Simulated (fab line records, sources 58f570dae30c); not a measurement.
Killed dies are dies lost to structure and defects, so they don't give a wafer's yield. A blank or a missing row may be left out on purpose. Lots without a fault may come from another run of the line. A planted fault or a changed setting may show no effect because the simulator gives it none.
Which tool did it? | flow berkeley_cmos170 | 7 lots, 21 wafers sampled, at 4 steps of a route of 331

WHAT THE GAUGES READ, wafer by wafer
UCB170_V1_THK_MEAS_04.
lot  | measured     | on            | V1_POLISHED_THK (nm)
L101 | day 7 10:17  | film_metro-03 | 1000.1 1000.0 999.5
L104 | day 8 03:31  | film_metro-03 | 1000.7 1002.4 1000.9
L103 | day 8 03:31  | film_metro-04 | 999.5 1000.4 999.2
L105 | day 8 17:13  | film_metro-04 | 1000.1 1001.6 999.3
L120 | day 12 04:36 | film_metro-04 | 999.8 1000.3 999.2
L122 | day 12 04:18 | film_metro-04 | 999.6 1001.0 1001.1

WHICH TOOL RAN EACH LOT (tool, then ch and the chambers of the sampled wafers, then the start)
lot  | UCB170_NVT_STRIP_08                  | UCB170_GATE_ETCH_15              | UCB170_M1_PEB_07
L101 | plasma_asher-04 ch 0,1, day 5 13:34  | rie_si-02 ch 1,2,3, day 6 06:12  | litho_track-04 ch 0, day 7 03:53
L104 | plasma_asher-01 ch 0,1, day 6 08:01  | rie_si-02 ch 0,1,3, day 7 00:44  | litho_track-01 ch 0, day 7 23:32
L103 | plasma_asher-01 ch 0,1, day 6 08:22  | rie_si-01 ch 0,1,3, day 7 00:37  | litho_track-01 ch 0, day 7 23:16
L105 | plasma_asher-02 ch 1, day 6 22:54    | rie_si-01 ch 0,1,2, day 7 13:05  | litho_track-01 ch 0, day 8 10:37
L119 | plasma_asher-02 ch 0,1, day 9 10:48  | rie_si-02 ch 0,2,3, day 9 21:32  | litho_track-01, day 10 20:23
L120 | plasma_asher-04 ch 0,1, day 10 07:10 | rie_si-02 ch 0,1,3, day 10 22:17 | litho_track-04 ch 0, day 12 00:14
L122 | plasma_asher-02 ch 0,1, day 10 07:26 | rie_si-01 ch 0,2,3, day 10 22:19 | litho_track-02 ch 0, day 12 00:29
- UCB170_NVT_STRIP_08: strips in O2.
- UCB170_GATE_ETCH_15: etches poly-Si in HBr/Cl2, stops on SiO2, time 56.3 s, target depth 278.2 nm.
- UCB170_M1_PEB_07

THE ANSWER, worked out from the rows above alone
Rule: what is usual is taken from the lots themselves. Put in order of their means at a reading, lots are off if they are a third of the lots or fewer, leave a main group of 4 or more, and stand apart from it by a gap of 3 or more times the standard deviation of the main group's means; of several such gaps the widest counts. A main group whose means are all the same, to the digits that the tables above print for the reading, isn't used. A lot without any number at a reading at which 4 lots or more have one is off too. The other lots that the step has rows for count as sound.
No lot is off at any reading shown: from this, nothing can be told.

WHAT THE SIMULATOR HAD PUT IN
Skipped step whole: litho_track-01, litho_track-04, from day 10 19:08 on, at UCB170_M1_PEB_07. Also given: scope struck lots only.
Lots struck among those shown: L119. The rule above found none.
